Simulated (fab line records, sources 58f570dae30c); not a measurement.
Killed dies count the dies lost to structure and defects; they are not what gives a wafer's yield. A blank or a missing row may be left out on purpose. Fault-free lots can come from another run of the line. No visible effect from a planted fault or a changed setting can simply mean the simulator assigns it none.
Which of the tools did it? | flow berkeley_cmos170 | 45 wafers from 15 lots sampled at 4 of the route's 331 steps

## WHAT THE GAUGES READ, wafer by wafer
UCB170_PWELL_THK_MEAS_03. Usual: PWELL_OXIDE_THK typically reads 26.6 nm, with standard deviation 0.58.
lot  | measured    | on            | PWELL_OXIDE_THK (nm) | flag
L952 | day 3 05:12 | film_metro-02 | 27.0 26.8 26.9       |
L956 | day 4 00:49 | film_metro-04 | 26.6 26.0 26.4       |
L957 | day 4 00:51 | film_metro-01 | 26.7 26.5 26.5       |
L962 | day 5 02:26 | film_metro-04 | 26.1 27.0 26.4       |
L965 | day 5 21:04 | film_metro-02 | 26.1 26.2 26.4       |
L964 | day 5 21:07 | film_metro-02 | 26.7 27.0 27.4       |
L967 | day 6 09:01 | film_metro-01 | 26.3 25.8 25.8       |
L968 | day 6 09:01 | film_metro-04 | 25.7 26.3 26.2       |
L969 | day 6 14:25 | film_metro-04 | 27.4 27.2 27.2       |
L970 | day 6 14:25 | film_metro-02 | 27.6 27.9 27.5       |
L971 | day 7 03:30 | film_metro-02 | 26.1 25.8 25.6       |
L972 | day 7 12:02 | film_metro-01 | 26.3 26.6 26.4       |
L973 | day 7 12:02 | film_metro-02 | 26.4 26.2 26.1       |
L974 | day 7 12:02 | film_metro-04 | 25.8 26.3 26.1       |
L975 | day 7 20:11 | film_metro-01 | 26.2 27.0 26.9       |

UCB170_WELLDRIVE_THK_MEAS_02. Usual: WELLDRIVE_OXIDE_THK typically reads 200 nm, with standard deviation 3.5.
lot  | measured    | on            | WELLDRIVE_OXIDE_THK (nm) | flag
L952 | day 4 06:52 | film_metro-02 | 197 204 201              |
L956 | day 5 01:05 | film_metro-03 | 200 199 197              |
L957 | day 5 01:07 | film_metro-02 | 202 205 203              |
L962 | day 6 01:49 | film_metro-02 | 201 196 201              |
L965 | day 6 23:28 | film_metro-04 | 201 202 201              |
L964 | day 6 23:27 | film_metro-02 | 198 199 203              |
L967 | day 7 13:11 | film_metro-02 | 197 194 196              |
L968 | day 7 07:33 | film_metro-04 | 195 195 196              |
L969 | day 7 13:11 | film_metro-04 | 198 199 201              |
L970 | day 7 13:11 | film_metro-03 | 198 200 201              |
L971 | day 8 01:11 | film_metro-02 | 194 198 199              |
L972 | day 8 12:52 | film_metro-03 | 195 199 200              |
L973 | day 8 12:52 | film_metro-02 | 202 201 203              |
L974 | day 8 12:52 | film_metro-04 | 203 204 199              |
L975 | day 8 12:56 | film_metro-03 | 200 205 206              |

UCB170_ACTIVE_CD_MEAS_13: the cd target is 1200 nm. Usual: cd_nm at 1199.7 nm, with a standard deviation of 1.4.
lot  | measured    | on        | cd_nm (nm)           | flag
L952 | day 5 06:38 | cd_sem-01 | 1201.3 1200.8 1201.4 |
L956 | day 5 23:41 | cd_sem-01 | 1197.6 1200.1 1198.3 |
L957 | day 5 23:57 | cd_sem-02 | 1200.3 1200.4 1199.6 |
L962 | day 7 01:04 | cd_sem-02 | 1201.0 1201.2 1200.6 |
L965 | day 7 22:51 | cd_sem-02 | 1199.8 1201.1 1200.0 |
L964 | day 7 22:34 | cd_sem-01 | 1202.3 1202.1 1200.0 |
L967 | day 8 04:06 | cd_sem-01 | 1197.6 1199.5 1197.8 |
L968 | day 8 04:17 | cd_sem-02 | 1196.5 1198.1 1196.2 |
L969 | day 8 04:14 | cd_sem-01 | 1198.3 1198.4 1198.0 |
L970 | day 8 03:58 | cd_sem-02 | 1199.4 1200.1 1201.0 |
L971 | day 9 01:08 | cd_sem-01 | 1198.4 1198.4 1200.3 |
L972 | day 9 09:02 | cd_sem-02 | 1199.7 1200.7 1200.3 |
L973 | day 9 09:26 | cd_sem-02 | 1197.1 1197.8 1197.6 |
L974 | day 9 08:46 | cd_sem-01 | 1200.3 1200.1 1201.4 |
L975 | day 9 09:20 | cd_sem-02 | 1200.2 1199.8 1201.6 |

## EACH LOT AND THE TOOL THAT RAN IT (in order: tool; ch and the chambers of the sampled wafers; start)
lot  | UCB170_PWELL_WET_ETCH_20
L952 | wet_bench-03 ch 3, day 3 23:14
L956 | wet_bench-03 ch 0, day 4 14:22
L957 | wet_bench-03 ch 1, day 4 14:19
L962 | wet_bench-02 ch 1, day 5 17:27
L965 | wet_bench-01 ch 1, day 6 15:05
L964 | wet_bench-03 ch 0, day 6 15:11
L967 | wet_bench-03 ch 0, day 7 04:07
L968 | wet_bench-01 ch 2, day 7 00:04
L969 | wet_bench-03 ch 3, day 7 04:57
L970 | wet_bench-03 ch 0, day 7 04:32
L971 | wet_bench-03 ch 1, day 7 17:15
L972 | wet_bench-02 ch 2, day 8 05:23
L973 | wet_bench-02 ch 0, day 8 05:23
L974 | wet_bench-02 ch 2, day 8 05:23
L975 | wet_bench-03 ch 2, day 8 08:42
- UCB170_PWELL_WET_ETCH_20: etches SiO2 in BOE, time 22 s.

## AS READ BY THE TOOLS THEMSELVES (means over the sampled wafers that have a number; for cases with no such wafer, the mark the record gives instead)
UCB170_PWELL_WET_ETCH_20. Usual: bath_heat_duty_pct 6.3 %, standard deviation 0.84; run_length_s 49.3 s, standard deviation 1.4.
lot  | tool         | bath_heat_duty_pct (%) | run_length_s (s) | flag
L952 | wet_bench-03 | 5.6                    | 48.9             |
L956 | wet_bench-03 | 6.2                    | 49.2             |
L957 | wet_bench-03 | 5.5                    | 47.7             |
L962 | wet_bench-02 | 8.0                    | 48.7             |
L965 | wet_bench-01 | 6.1                    | 48.7             |
L964 | wet_bench-03 | 6.2                    | 48.5             |
L967 | wet_bench-03 | -                      | -                | OFF
L968 | wet_bench-01 | -                      | -                | OFF
L969 | wet_bench-03 | 5.6                    | 48.2             |
L970 | wet_bench-03 | -                      | -                | OFF
L971 | wet_bench-03 | 5.7                    | 53.2             |
L972 | wet_bench-02 | 6.7                    | 50.7             |
L973 | wet_bench-02 | 5.4                    | 49.4             |
L974 | wet_bench-02 | 6.8                    | 49.8             |
L975 | wet_bench-03 | 6.3                    | 48.8             |

## THE ANSWER, worked out from the rows above alone
Rule: lot off if the mean of its wafers having a number is beyond 3 standard deviations from the usual mean. Also off: a lot with no number at a reading for which 4 or more lots have one. Any other lot the step has rows for is counted as sound. Order of review: gauges by route order, followed by the tools' own readings, for which a lot's mean as printed above is used. The first step at which some lot is off is used, and at that step the reading that is off furthest; a lot without a number counts as furthest.
Off: L967, L968, L970 (UCB170_PWELL_WET_ETCH_20, bath_heat_duty_pct). Without a number there: L967, L968, L970.
A tool fits if, at that step or a process step before it, it ran every lot that is off, and no sound lot after the first of them. None of those tried fits.

## WHAT THE SIMULATOR HAD INSERTED
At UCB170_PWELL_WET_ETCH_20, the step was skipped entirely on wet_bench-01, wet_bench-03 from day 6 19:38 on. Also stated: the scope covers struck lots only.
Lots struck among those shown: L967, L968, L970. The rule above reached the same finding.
